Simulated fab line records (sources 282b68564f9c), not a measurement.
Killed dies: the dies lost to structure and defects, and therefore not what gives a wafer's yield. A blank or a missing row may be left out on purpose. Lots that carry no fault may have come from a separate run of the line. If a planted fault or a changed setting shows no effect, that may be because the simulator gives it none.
A struck lot beside a sound one	flow rit-cmos	43 out of 202 route steps
Sound: the wafers L712.1, L712.2, L712.5. Struck: wafers L718.2, L718.4, L718.5. At the end, the cause is stated.
Each step with rows lists, per side, the tool, then ch with its chambers, then its first start. Under that, the readings that differ: sound wafers	struck wafers	difference of the means	sigmas: that difference in standard deviations of wafers without a fault.
alike: a reading whose means differ by less than 2 such deviations, as well as words and numbers matching on both sides. not compared: withheld readings; readings where some wafer has no value; bounds like >300 that might hide an equal value; numbers whose values overlap and for which the record gives no deviation.
A row with sigmas, a row that says differs or no value, or rows on one side alone: a step with any of these is where the two part. When numbers do not overlap yet have no deviation, they are printed without sigmas and do not part them. A reading missing from all wafers of one side parts the sides only when that side holds two or more wafers.

first, 3 steps without rows for these wafers: RIT_PRETRO_EXPOSE_03 (exposes mask M5, target cd 43700 nm); RIT_PRETRO_PEB_04; RIT_PRETRO_DEVELOP_05 (develop time 68 s).
RIT_PRETRO_OVL_MEAS_06:
  struck on overlay-02, day 5 03:02; sound on overlay-02, day 3 15:13
reading	sound	struck	difference	sigmas
PRETRO_OVL (nm)	-2.3 -2.2 -2.3	1.4 0.4 0.5	+3.0	+2
then, 2 steps without rows for these wafers: RIT_PRETRO_HARDBAKE_07 (time 120 s); RIT_PRETRO_IMPLANT_08.
RIT_PRETRO_STRIP_09: strips in O2, time 180 s.
  sound on plasma-asher-01 ch 0,1, day 3 15:40; struck on plasma-asher-03 ch 0,1, day 5 03:28
reading	sound	struck	difference	sigmas
rf-refl-power-W (W)	8.7 8.5 7.8	6.0 6.2 6.0	-2.3	-3
  alike: drypump-motor-current-A
  not compared: rf-hours-counter-h
RIT_PRETRO_TW_MEAS_10:
  struck on film-metro-02, day 5 03:39; sound on film-metro-03, day 3 15:50
  alike: PRETRO_TW
then, 4 steps without rows for these wafers: RIT_GATE_WET_ETCH_00 (etches SiO2 in BOE, target depth 56 nm, time 60 s); RIT_GATE_CLEAN_01 (cleans in SC1, time 607.7 s); RIT_GATE_CLEAN_02 (cleans in dHF, time 30 s); RIT_GATE_CLEAN_03 (cleans in SC2, time 600 s).
RIT_GATE_CLEAN_04: cleans in dHF, time 60 s.
  sound on wet-bench-03 ch 1, day 3 16:17; struck on wet-bench-03 ch 0, day 5 04:07
RIT_FOX2_THK_MEAS_91:
  struck on film-metro-02, day 5 04:11; sound on film-metro-03, day 3 16:19
reading	sound	struck	difference	sigmas
FIELD_OXIDE_LEFT_2_THK (nm)	248 251 250	233 242 234	-13	-2
then, 2 steps without rows for these wafers: RIT_GATE_OXIDATION_05 (target thk 3 nm, ox time 270 s); RIT_GATE_ANNEAL_06 (time 600 s).
RIT_GATE_THK_MEAS_07:
  struck on film-metro-02, day 5 11:35; sound on film-metro-01, day 3 17:53
  alike: GATE_OXIDE_THK
then, 1 step without rows for these wafers: RIT_GATE_CVD_08 (deposits poly-Si from SiH4, target thk 250 nm, time 2220 s).
RIT_GATE_THK_MEAS_09:
  struck on film-metro-02, day 5 13:16; sound on film-metro-01, day 3 19:34
  alike: GATE_POLY_THK
then, 6 steps without rows for these wafers: RIT_GATE_HMDS_10 (prime time 60 s); RIT_GATE_COAT_11 (resist thk 850 nm); RIT_GATE_SOFTBAKE_12 (time 58.07 s); RIT_GATE_EXPOSE_13 (exposes mask M6, target cd 150 nm); RIT_GATE_PEB_14; RIT_GATE_DEVELOP_15 (develop time 50 s).
RIT_GATE_CD_MEAS_16: target cd 150 nm.
  struck on cd-sem-02, day 5 14:18; sound on cd-sem-02, day 3 20:36
  alike: cd-nm
RIT_GATE_OVL_MEAS_17:
  struck on overlay-02, day 5 14:25; sound on overlay-02, day 3 20:43
  alike: GATE_OVL
then, 1 step without rows for these wafers: RIT_GATE_HARDBAKE_18 (time 60 s).
RIT_GATE_ETCH_19: etches poly-Si in SF6/CHF3/O2, stops on SiO2, time 165 s, target depth 312.5 nm.
  sound on rie-si-02 ch 0,1,2, day 3 21:00; struck on rie-si-02 ch 0,3, day 5 14:35
  alike: O2_flow_sccm, drypump-motor-current-A, oes-product-au, rf-fwd-power-W, throttle-valve-pct
  not compared: rf-hours-counter-h
RIT_GATE_STRIP_20: strips in O2, time 180 s.
  sound on plasma-asher-02 ch 0,1, day 3 21:06; struck on plasma-asher-03 ch 1, day 5 14:42
  alike: drypump-motor-current-A, rf-refl-power-W
  not compared: rf-hours-counter-h
RIT_GATE_CD_MEAS_90: target cd 150 nm.
  struck on cd-sem-01, day 5 14:53; sound on cd-sem-01, day 3 21:17
  alike: cd-nm
then, 4 steps without rows for these wafers: RIT_REOX_CLEAN_00 (cleans in SC1, time 572.7 s); RIT_REOX_CLEAN_01 (cleans in dHF, time 30 s); RIT_REOX_CLEAN_02 (cleans in SC2, time 600 s); RIT_REOX_OXIDATION_03 (target thk 25.2 nm, ox time 5580 s).
RIT_REOX_THK_MEAS_04:
  struck on film-metro-04, day 6 01:04; sound on film-metro-04, day 4 01:50
  alike: REOX_OXIDE_THK
then, 6 steps without rows for these wafers: RIT_NLDD_HMDS_00 (prime time 60 s); RIT_NLDD_COAT_01 (resist thk 1000 nm); RIT_NLDD_SOFTBAKE_02 (time 60 s); RIT_NLDD_EXPOSE_03 (exposes mask M7, target cd 40700 nm); RIT_NLDD_PEB_04; RIT_NLDD_DEVELOP_05 (develop time 50 s).
RIT_M1_PROBE_99:
  struck on prober-02, day 6 18:06; sound on prober-01, day 4 18:11
reading	sound	struck	difference	sigmas
model.etest.diode-nwell-sub.leak-log10-a-cm2	-7.488 -7.393 -7.652	-5.557 -5.38 -5.583	+2.004	
model.etest.nmos_0p15.over-limit	0 0 0	1 1 1	+1	
model.etest.antenna-m1.short	0 0 0	1 1 1	+1	
model.etest.nmos_0p3.short	0 0 0	1 1 1	+1	
model.etest.antenna-poly.over-limit	0 0 0	1 1 1	+1	
model.etest.pmos_0p3.over-limit	0 0 0	1 1 1	+1	
model.etest.nmos-turned.short	0 0 0	1 1 1	+1	
model.etest.cap-p-gate.short	0 0 0	1 1 1	+1	
  alike: killed-at-contacts, killed-at-front-end, killed-dies, killed-open, killed-short

== WHERE THEY PART ==
First at RIT_PRETRO_OVL_MEAS_06; last, within this record, at RIT_FOX2_THK_MEAS_91. Later steps at which nothing parts them and some readings are alike: RIT_GATE_THK_MEAS_07, RIT_GATE_THK_MEAS_09, RIT_GATE_CD_MEAS_16, RIT_GATE_OVL_MEAS_17, RIT_GATE_ETCH_19, RIT_GATE_STRIP_20, RIT_GATE_CD_MEAS_90, RIT_REOX_THK_MEAS_04, RIT_M1_PROBE_99.

WHY: whatever the simulator had introduced
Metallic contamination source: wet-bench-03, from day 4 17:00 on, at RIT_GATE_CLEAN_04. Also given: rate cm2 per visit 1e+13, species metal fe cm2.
